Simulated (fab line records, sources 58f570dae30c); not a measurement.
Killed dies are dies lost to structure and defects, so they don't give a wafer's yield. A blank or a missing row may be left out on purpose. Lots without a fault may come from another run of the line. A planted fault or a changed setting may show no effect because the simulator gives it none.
Which tool did it? | flow berkeley_cmos170 | 14 lots, 42 wafers sampled, at 3 steps of a route of 331

WHAT THE GAUGES READ, wafer by wafer
UCB170_PWELL_TW_MEAS_17. Usual: PWELL_TW 381, standard deviation 3.4.
lot  | measured    | on            | PWELL_TW    | flag
L998 | day 3 11:13 | film_metro-02 | 382 383 379 |
L100 | day 3 18:06 | film_metro-03 | 377 377 379 |
L101 | day 3 18:08 | film_metro-01 | 383 381 384 |
L102 | day 4 07:14 | film_metro-03 | 375 377 377 |
L104 | day 4 13:54 | film_metro-03 | 375 376 376 |
L103 | day 4 14:11 | film_metro-01 | 384 385 382 |
L109 | day 5 20:41 | film_metro-02 | 381 382 381 |
L112 | day 6 11:22 | film_metro-02 | 378 379 380 |
L111 | day 6 11:31 | film_metro-01 | 386 385 385 |
L116 | day 7 14:04 | film_metro-02 | 382 385 381 |
L119 | day 7 18:57 | film_metro-02 | 384 382 384 |
L118 | day 7 19:06 | film_metro-03 | 377 377 378 |
L120 | day 7 19:19 | film_metro-03 | 378 379 377 |
L121 | day 8 07:37 | film_metro-03 | 376 373 376 |

UCB170_PVT_TW_MEAS_09. Usual: PVT_TW 509, standard deviation 4.
lot  | measured     | on            | PVT_TW      | flag
L998 | day 6 23:03  | film_metro-02 | 509 512 508 |
L100 | day 7 00:22  | film_metro-02 | 513 512 512 |
L101 | day 7 00:40  | film_metro-02 | 512 514 513 |
L102 | day 7 10:47  | film_metro-01 | 511 514 512 |
L104 | day 8 03:46  | film_metro-02 | 511 511 512 |
L103 | day 8 03:29  | film_metro-02 | 513 512 509 |
L109 | day 8 17:05  | film_metro-02 | 511 511 512 |
L112 | day 9 14:11  | film_metro-02 | 511 508 510 |
L111 | day 9 13:57  | film_metro-02 | 510 512 512 |
L116 | day 10 17:02 | film_metro-01 | 513 511 511 |
L119 | day 10 23:27 | film_metro-02 | 512 511 510 |
L118 | day 10 17:22 | film_metro-03 | 507 505 501 |
L120 | day 10 16:13 | film_metro-02 | 511 509 515 |
L121 | day 11 08:37 | film_metro-03 | 505 505 503 |

WHICH TOOL RAN EACH LOT (tool, then ch and the chambers of the sampled wafers, then the start)
lot  | UCB170_PWELL_STRIP_16
L998 | plasma_asher-02 ch 0,1, day 3 11:06
L100 | plasma_asher-04 ch 0,1, day 3 18:00
L101 | plasma_asher-02 ch 0,1, day 3 18:03
L102 | plasma_asher-02 ch 0,1, day 4 07:08
L104 | plasma_asher-02 ch 0,1, day 4 13:48
L103 | plasma_asher-04 ch 0,1, day 4 14:04
L109 | plasma_asher-04 ch 0,1, day 5 20:34
L112 | plasma_asher-02 ch 0, day 6 11:16
L111 | plasma_asher-03 ch 0,1, day 6 11:25
L116 | plasma_asher-03 ch 0,1, day 7 13:57
L119 | plasma_asher-04 ch 0,1, day 7 18:51
L118 | plasma_asher-02 ch 0,1, day 7 19:01
L120 | plasma_asher-02 ch 0,1, day 7 19:13
L121 | plasma_asher-02 ch 0,1, day 8 07:31
- UCB170_PWELL_STRIP_16: strips in O2.

WHAT THE TOOLS THEMSELVES READ (means of the sampled wafers that have a number; where no wafer has one, the mark that the record gives instead)
UCB170_PWELL_STRIP_16. Usual: drypump_motor_current_A 5.8 A, standard deviation 0.52; oes_product_au 0.721 a.u., standard deviation 0.0046; strip_time_to_endpoint_s 18.10 s, standard deviation 0.073.
lot  | tool            | drypump_motor_current_A (A) | oes_product_au (a.u.) | strip_time_to_endpoint_s (s) | flag
L998 | plasma_asher-02 | 6.0                         | 0.721                 | 18.10                        |
L100 | plasma_asher-04 | 5.1                         | 0.720                 | 18.20                        |
L101 | plasma_asher-02 | 6.0                         | 0.724                 | 18.16                        |
L102 | plasma_asher-02 | 6.0                         | 0.718                 | 18.17                        |
L104 | plasma_asher-02 | 6.1                         | 0.721                 | 18.07                        |
L103 | plasma_asher-04 | 5.2                         | 0.718                 | 18.02                        |
L109 | plasma_asher-04 | 5.1                         | 0.722                 | 18.15                        |
L112 | plasma_asher-02 | 6.1                         | 0.722                 | 18.00                        |
L111 | plasma_asher-03 | 6.0                         | 0.719                 | 18.14                        |
L116 | plasma_asher-03 | 5.5                         | 0.720                 | 18.19                        |
L119 | plasma_asher-04 | 5.3                         | 0.725                 | 18.07                        |
L118 | plasma_asher-02 | 6.0                         | 0.724                 | 17.98                        |
L120 | plasma_asher-02 | 6.1                         | 0.717                 | 18.08                        |
L121 | plasma_asher-02 | 6.0                         | 0.721                 | 18.10                        |

THE ANSWER, worked out from the rows above alone
Rule: a lot is off if the mean of its wafers that have a number lies more than 3 standard deviations from the usual mean. A lot without any number at a reading at which 4 lots or more have one is off too. The other lots that the step has rows for count as sound. The gauges are gone through in route order, then the tools' own readings, and for those a lot's mean is taken as printed above. The first step at which some lot is off is used, and at that step the reading that is off furthest; a lot without a number counts as furthest.
No lot is off at any reading shown: from this, nothing can be told.

WHAT THE SIMULATOR HAD PUT IN
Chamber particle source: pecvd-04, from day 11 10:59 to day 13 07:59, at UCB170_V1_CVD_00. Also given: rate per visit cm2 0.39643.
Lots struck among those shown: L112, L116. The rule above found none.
